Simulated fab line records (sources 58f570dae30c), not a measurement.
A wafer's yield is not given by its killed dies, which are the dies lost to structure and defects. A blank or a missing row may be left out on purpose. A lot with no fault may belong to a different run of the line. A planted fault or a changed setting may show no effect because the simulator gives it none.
What tool caused it? || flow berkeleyCmos170 || 14 lots, 42 wafers sampled, at 5 steps of a route of 331

WHAT EACH GAUGE READ, for each wafer
UCB170_GATE_THK_MEAS_02.
{"lot": "L458", "measured": "day 7 19:52", "on": "filmMetro-01", "GATE_OXIDE_THK (nm)": "6.77 6.84 6.88"}
{"lot": "L461", "measured": "day 7 19:56", "on": "filmMetro-03", "GATE_OXIDE_THK (nm)": "6.83 6.84 6.87"}
{"lot": "L459", "measured": "day 7 19:56", "on": "filmMetro-01", "GATE_OXIDE_THK (nm)": "6.69 6.68 6.68"}
{"lot": "L463", "measured": "day 8 10:33", "on": "filmMetro-01", "GATE_OXIDE_THK (nm)": "6.75 6.72 6.86"}
{"lot": "L462", "measured": "day 8 10:35", "on": "filmMetro-04", "GATE_OXIDE_THK (nm)": "6.91 6.84 6.75"}
{"lot": "L466", "measured": "day 9 02:56", "on": "filmMetro-03", "GATE_OXIDE_THK (nm)": "6.62 6.60 6.80"}
{"lot": "L467", "measured": "day 9 13:04", "on": "filmMetro-03", "GATE_OXIDE_THK (nm)": "6.61 6.57 6.66"}
{"lot": "L468", "measured": "day 9 13:04", "on": "filmMetro-04", "GATE_OXIDE_THK (nm)": "6.42 6.46 6.50"}
{"lot": "L469", "measured": "day 10 03:50", "on": "filmMetro-03", "GATE_OXIDE_THK (nm)": "6.54 6.47 6.54"}
{"lot": "L470", "measured": "day 10 03:50", "on": "filmMetro-01", "GATE_OXIDE_THK (nm)": "6.59 6.67 6.50"}
{"lot": "L473", "measured": "day 10 10:19", "on": "filmMetro-01", "GATE_OXIDE_THK (nm)": "6.45 6.35 6.34"}
{"lot": "L474", "measured": "day 10 10:22", "on": "filmMetro-03", "GATE_OXIDE_THK (nm)": "6.38 6.45 6.42"}
{"lot": "L479", "measured": "day 11 12:16", "on": "filmMetro-04", "GATE_OXIDE_THK (nm)": "6.85 6.85 6.73"}
{"lot": "L480", "measured": "day 12 01:38", "on": "filmMetro-03", "GATE_OXIDE_THK (nm)": "6.46 6.59 6.57"}

UCB170_GATE_THK_MEAS_05.
{"lot": "L458", "measured": "day 8 02:51", "on": "filmMetro-04", "GATE_POLY_THK (nm)": "213.9 215.3 214.4"}
{"lot": "L461", "measured": "day 8 02:52", "on": "filmMetro-03", "GATE_POLY_THK (nm)": "216.2 217.6 217.3"}
{"lot": "L459", "measured": "day 8 02:55", "on": "filmMetro-04", "GATE_POLY_THK (nm)": "213.6 214.2 214.8"}
{"lot": "L463", "measured": "day 8 20:35", "on": "filmMetro-03", "GATE_POLY_THK (nm)": "215.2 216.3 216.2"}
{"lot": "L462", "measured": "day 8 20:37", "on": "filmMetro-01", "GATE_POLY_THK (nm)": "214.1 213.8 213.1"}
{"lot": "L466", "measured": "day 9 12:59", "on": "filmMetro-03", "GATE_POLY_THK (nm)": "214.2 212.1 213.2"}
{"lot": "L467", "measured": "day 9 21:19", "on": "filmMetro-01", "GATE_POLY_THK (nm)": "216.3 215.9 216.3"}
{"lot": "L468", "measured": "day 9 21:20", "on": "filmMetro-04", "GATE_POLY_THK (nm)": "214.5 214.8 213.7"}
{"lot": "L469", "measured": "day 10 11:30", "on": "filmMetro-03", "GATE_POLY_THK (nm)": "214.1 213.6 214.9"}
{"lot": "L470", "measured": "day 10 11:30", "on": "filmMetro-01", "GATE_POLY_THK (nm)": "214.2 214.9 214.8"}
{"lot": "L473", "measured": "day 10 16:26", "on": "filmMetro-01", "GATE_POLY_THK (nm)": "215.0 216.7 213.6"}
{"lot": "L474", "measured": "day 10 16:23", "on": "filmMetro-01", "GATE_POLY_THK (nm)": "214.0 213.6 214.5"}
{"lot": "L479", "measured": "day 11 18:34", "on": "filmMetro-01", "GATE_POLY_THK (nm)": "214.6 215.6 215.9"}
{"lot": "L480", "measured": "day 12 12:39", "on": "filmMetro-03", "GATE_POLY_THK (nm)": "216.6 215.8 213.5"}

UCB170_SPACER_THK_MEAS_01.
{"lot": "L458", "measured": "day 8 09:44", "on": "filmMetro-02", "SPACER_TEOS_THK (nm)": "368 371 374"}
{"lot": "L461", "measured": "day 8 10:05", "on": "filmMetro-02", "SPACER_TEOS_THK (nm)": "381 378 392"}
{"lot": "L459", "measured": "day 8 10:02", "on": "filmMetro-03", "SPACER_TEOS_THK (nm)": "377 379 378"}
{"lot": "L463", "measured": "day 9 03:24", "on": "filmMetro-02", "SPACER_TEOS_THK (nm)": "374 376 376"}
{"lot": "L462", "measured": "day 9 02:37", "on": "filmMetro-02", "SPACER_TEOS_THK (nm)": "379 375 373"}
{"lot": "L466", "measured": "day 9 18:43", "on": "filmMetro-03", "SPACER_TEOS_THK (nm)": "372 375 380"}
{"lot": "L467", "measured": "day 10 02:19", "on": "filmMetro-03", "SPACER_TEOS_THK (nm)": "376 378 387"}
{"lot": "L468", "measured": "day 10 03:02", "on": "filmMetro-01", "SPACER_TEOS_THK (nm)": "375 378 391"}
{"lot": "L469", "measured": "day 10 18:08", "on": "filmMetro-01", "SPACER_TEOS_THK (nm)": "346 350 359"}
{"lot": "L470", "measured": "day 10 17:51", "on": "filmMetro-01", "SPACER_TEOS_THK (nm)": "379 381 379"}
{"lot": "L473", "measured": "day 11 00:42", "on": "filmMetro-01", "SPACER_TEOS_THK (nm)": "381 383 377"}
{"lot": "L474", "measured": "day 10 22:50", "on": "filmMetro-01", "SPACER_TEOS_THK (nm)": "351 363 359"}
{"lot": "L479", "measured": "day 12 03:36", "on": "filmMetro-03", "SPACER_TEOS_THK (nm)": "373 375 380"}
{"lot": "L480", "measured": "day 12 22:33", "on": "filmMetro-02", "SPACER_TEOS_THK (nm)": "369 375 377"}

WHAT TOOL EACH LOT RAN ON (gives the tool, then ch and the chambers of the sampled wafers, and finally the start)
{"lot": "L458", "UCB170_PLDD_STRIP_10": "plasmaAsher-04 ch 1, day 8 07:16", "UCB170_SPACER_CVD_00": "pecvd-03 ch 0,2, day 8 09:41"}
{"lot": "L461", "UCB170_PLDD_STRIP_10": "plasmaAsher-02 ch 0,1, day 8 07:32", "UCB170_SPACER_CVD_00": "pecvd-01 ch 0,1,2, day 8 10:02"}
{"lot": "L459", "UCB170_PLDD_STRIP_10": "plasmaAsher-03 ch 0,1, day 8 07:23", "UCB170_SPACER_CVD_00": "pecvd-04 ch 0,1,2, day 8 09:59"}
{"lot": "L463", "UCB170_PLDD_STRIP_10": "plasmaAsher-03 ch 0,1, day 9 01:23", "UCB170_SPACER_CVD_00": "pecvd-04 ch 0,1,2, day 9 03:21"}
{"lot": "L462", "UCB170_PLDD_STRIP_10": "plasmaAsher-03 ch 0,1, day 9 00:18", "UCB170_SPACER_CVD_00": "pecvd-03 ch 0,1,2, day 9 02:34"}
{"lot": "L466", "UCB170_PLDD_STRIP_10": "plasmaAsher-03 ch 0,1, day 9 16:40", "UCB170_SPACER_CVD_00": "pecvd-01 ch 0,2, day 9 18:40"}
{"lot": "L467", "UCB170_PLDD_STRIP_10": "plasmaAsher-02 ch 1, day 10 00:18", "UCB170_SPACER_CVD_00": "pecvd-04 ch 0,1,2, day 10 02:16"}
{"lot": "L468", "UCB170_PLDD_STRIP_10": "plasmaAsher-04 ch 0,1, day 10 00:32", "UCB170_SPACER_CVD_00": "pecvd-04 ch 0,1, day 10 02:59"}
{"lot": "L469", "UCB170_PLDD_STRIP_10": "plasmaAsher-04 ch 0,1, day 10 15:50", "UCB170_SPACER_CVD_00": "pecvd-04 ch 0,1,2, day 10 18:05"}
{"lot": "L470", "UCB170_PLDD_STRIP_10": "plasmaAsher-02 ch 0,1, day 10 15:50", "UCB170_SPACER_CVD_00": "pecvd-01 ch 0,1, day 10 17:49"}
{"lot": "L473", "UCB170_PLDD_STRIP_10": "plasmaAsher-03 ch 0,1, day 10 20:13", "UCB170_SPACER_CVD_00": "pecvd-03 ch 0,1,2, day 11 00:40"}
{"lot": "L474", "UCB170_PLDD_STRIP_10": "plasmaAsher-04 ch 0,1, day 10 20:08", "UCB170_SPACER_CVD_00": "pecvd-04 ch 0,1,2, day 10 22:48"}
{"lot": "L479", "UCB170_PLDD_STRIP_10": "plasmaAsher-04 ch 0,1, day 12 00:46", "UCB170_SPACER_CVD_00": "pecvd-03 ch 0,2, day 12 03:34"}
{"lot": "L480", "UCB170_PLDD_STRIP_10": "plasmaAsher-04 ch 0,1, day 12 19:32", "UCB170_SPACER_CVD_00": "pecvd-01 ch 1,2, day 12 22:31"}
- UCB170_PLDD_STRIP_10: strips in O2.
- UCB170_SPACER_CVD_00: deposits SiO2 from TEOS/O2, target thk 376 nm, time 47 s.

AS READ BY THE TOOLS THEMSELVES (means over the sampled wafers that have a number; for cases with no such wafer, the mark the record gives instead)
UCB170_PLDD_STRIP_10.
{"lot": "L458", "tool": "plasmaAsher-04", "drypumpMotorCurrentA (A)": 5.7, "o2FlowSccm (sccm)": 401.4, "oesProductAu (a.u.)": 0.733, "stripTimeToEndpointS (s)": 21.58}
{"lot": "L461", "tool": "plasmaAsher-02", "drypumpMotorCurrentA (A)": 5.6, "o2FlowSccm (sccm)": 399.2, "oesProductAu (a.u.)": 0.737, "stripTimeToEndpointS (s)": 21.55}
{"lot": "L459", "tool": "plasmaAsher-03", "drypumpMotorCurrentA (A)": 5.7, "o2FlowSccm (sccm)": 399.5, "oesProductAu (a.u.)": 0.737, "stripTimeToEndpointS (s)": 21.68}
{"lot": "L463", "tool": "plasmaAsher-03", "drypumpMotorCurrentA (A)": 5.3, "o2FlowSccm (sccm)": 398.6, "oesProductAu (a.u.)": 0.732, "stripTimeToEndpointS (s)": 21.62}
{"lot": "L462", "tool": "plasmaAsher-03", "drypumpMotorCurrentA (A)": 5.7, "o2FlowSccm (sccm)": 400.6, "oesProductAu (a.u.)": 0.732, "stripTimeToEndpointS (s)": 21.72}
{"lot": "L466", "tool": "plasmaAsher-03", "drypumpMotorCurrentA (A)": 5.7, "o2FlowSccm (sccm)": 400.3, "oesProductAu (a.u.)": 0.736, "stripTimeToEndpointS (s)": 21.62}
{"lot": "L467", "tool": "plasmaAsher-02", "drypumpMotorCurrentA (A)": 5.8, "o2FlowSccm (sccm)": 399.2, "oesProductAu (a.u.)": 0.737, "stripTimeToEndpointS (s)": 21.71}
{"lot": "L468", "tool": "plasmaAsher-04", "drypumpMotorCurrentA (A)": 5.5, "o2FlowSccm (sccm)": 399.4, "oesProductAu (a.u.)": 0.735, "stripTimeToEndpointS (s)": 21.70}
{"lot": "L469", "tool": "plasmaAsher-04", "drypumpMotorCurrentA (A)": 5.5, "o2FlowSccm (sccm)": 400.4, "oesProductAu (a.u.)": 0.732, "stripTimeToEndpointS (s)": 21.77}
{"lot": "L470", "tool": "plasmaAsher-02", "drypumpMotorCurrentA (A)": 5.3, "o2FlowSccm (sccm)": 399.8, "oesProductAu (a.u.)": 0.729, "stripTimeToEndpointS (s)": 21.66}
{"lot": "L473", "tool": "plasmaAsher-03", "drypumpMotorCurrentA (A)": 5.3, "o2FlowSccm (sccm)": 401.1, "oesProductAu (a.u.)": 0.736, "stripTimeToEndpointS (s)": 21.52}
{"lot": "L474", "tool": "plasmaAsher-04", "drypumpMotorCurrentA (A)": 5.6, "o2FlowSccm (sccm)": 400.9, "oesProductAu (a.u.)": 0.736, "stripTimeToEndpointS (s)": 21.68}
{"lot": "L479", "tool": "plasmaAsher-04", "drypumpMotorCurrentA (A)": 5.6, "o2FlowSccm (sccm)": 400.4, "oesProductAu (a.u.)": 0.734, "stripTimeToEndpointS (s)": 21.58}
{"lot": "L480", "tool": "plasmaAsher-04", "drypumpMotorCurrentA (A)": 5.6, "o2FlowSccm (sccm)": 400.4, "oesProductAu (a.u.)": 0.734, "stripTimeToEndpointS (s)": 21.66}

UCB170_SPACER_CVD_00.
{"lot": "L458", "tool": "pecvd-03", "heaterPowerW (W)": 181, "runLengthS (s)": 75.1, "susceptorTempC (C)": 389.97}
{"lot": "L461", "tool": "pecvd-01", "heaterPowerW (W)": 306, "runLengthS (s)": 75.1, "susceptorTempC (C)": 389.97}
{"lot": "L459", "tool": "pecvd-04", "heaterPowerW (W)": 275, "runLengthS (s)": 74.9, "susceptorTempC (C)": 389.96}
{"lot": "L463", "tool": "pecvd-04", "heaterPowerW (W)": 289, "runLengthS (s)": 75.0, "susceptorTempC (C)": 389.71}
{"lot": "L462", "tool": "pecvd-03", "heaterPowerW (W)": 237, "runLengthS (s)": 74.9, "susceptorTempC (C)": 390.02}
{"lot": "L466", "tool": "pecvd-01", "heaterPowerW (W)": 348, "runLengthS (s)": 75.3, "susceptorTempC (C)": 389.96}
{"lot": "L467", "tool": "pecvd-04", "heaterPowerW (W)": 315, "runLengthS (s)": 75.0, "susceptorTempC (C)": 390.21}
{"lot": "L468", "tool": "pecvd-04", "heaterPowerW (W)": 257, "runLengthS (s)": 75.1, "susceptorTempC (C)": 390.08}
{"lot": "L469", "tool": "pecvd-04", "heaterPowerW (W)": 301, "runLengthS (s)": 72.6, "susceptorTempC (C)": "-"}
{"lot": "L470", "tool": "pecvd-01", "heaterPowerW (W)": 322, "runLengthS (s)": 75.3, "susceptorTempC (C)": 389.90}
{"lot": "L473", "tool": "pecvd-03", "heaterPowerW (W)": 241, "runLengthS (s)": 75.1, "susceptorTempC (C)": 389.91}
{"lot": "L474", "tool": "pecvd-04", "heaterPowerW (W)": 310, "runLengthS (s)": 72.2, "susceptorTempC (C)": "-"}
{"lot": "L479", "tool": "pecvd-03", "heaterPowerW (W)": 181, "runLengthS (s)": 75.4, "susceptorTempC (C)": 389.78}
{"lot": "L480", "tool": "pecvd-01", "heaterPowerW (W)": 279, "runLengthS (s)": 74.7, "susceptorTempC (C)": 390.01}

THE ANSWER, worked out from the rows above alone
Rule: the lots themselves supply what counts as usual. The widest of any qualifying gaps counts: lots, ordered by their means at a reading, are off when they make up no more than a third of the lots, leave a main group of 4 or more, and stand apart from it by 3 or more times the standard deviation of that group's means. The tables above print the reading to a certain number of digits; a main group whose means all agree to those digits is not used. A lot without any number at a reading at which 4 lots or more have one is off too. Where the step has rows for the other lots, those lots are counted as sound. First the gauges in route order, then the tools' own readings, where a lot's mean is used as printed above. The first step at which some lot is off is used, and at that step the reading that is off furthest; a lot without a number counts as furthest.
Off: L469, L474, seen at UCB170_SPACER_THK_MEAS_01 (SPACER_TEOS_THK). The main group: mean 378 nm, standard deviation 3.5.
A tool fits if, at a process step before that reading, it ran every lot that is off, and no sound lot after the first of them. The gauges at UCB170_SPACER_THK_MEAS_01 aren't tried: what is off there is off at UCB170_SPACER_CVD_00 too, on other tools, and a gauge's error can't cause that. One candidate fits, namely pecvd-04 at UCB170_SPACER_CVD_00. Its last sound lot is L468 (day 10 02:59), its first lot that is off L469 (day 10 18:05): a fault that began between those two fits.
The tool's own readings at UCB170_SPACER_CVD_00 bear it out: on the lots that are off they differ by more than 5 times the standard deviation of the sound lots' means. runLengthS reads 72.4 s there against 75.1 s on the sound lots.
Blank at UCB170_SPACER_CVD_00 on the lots that are off, where sound lots have numbers: susceptorTempC.

WHAT THE SIMULATOR PUT IN
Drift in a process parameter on pecvd-04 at UCB170_SPACER_CVD_00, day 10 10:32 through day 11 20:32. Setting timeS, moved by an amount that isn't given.
Struck lots among those shown: L469, L474. The rule above found the same.
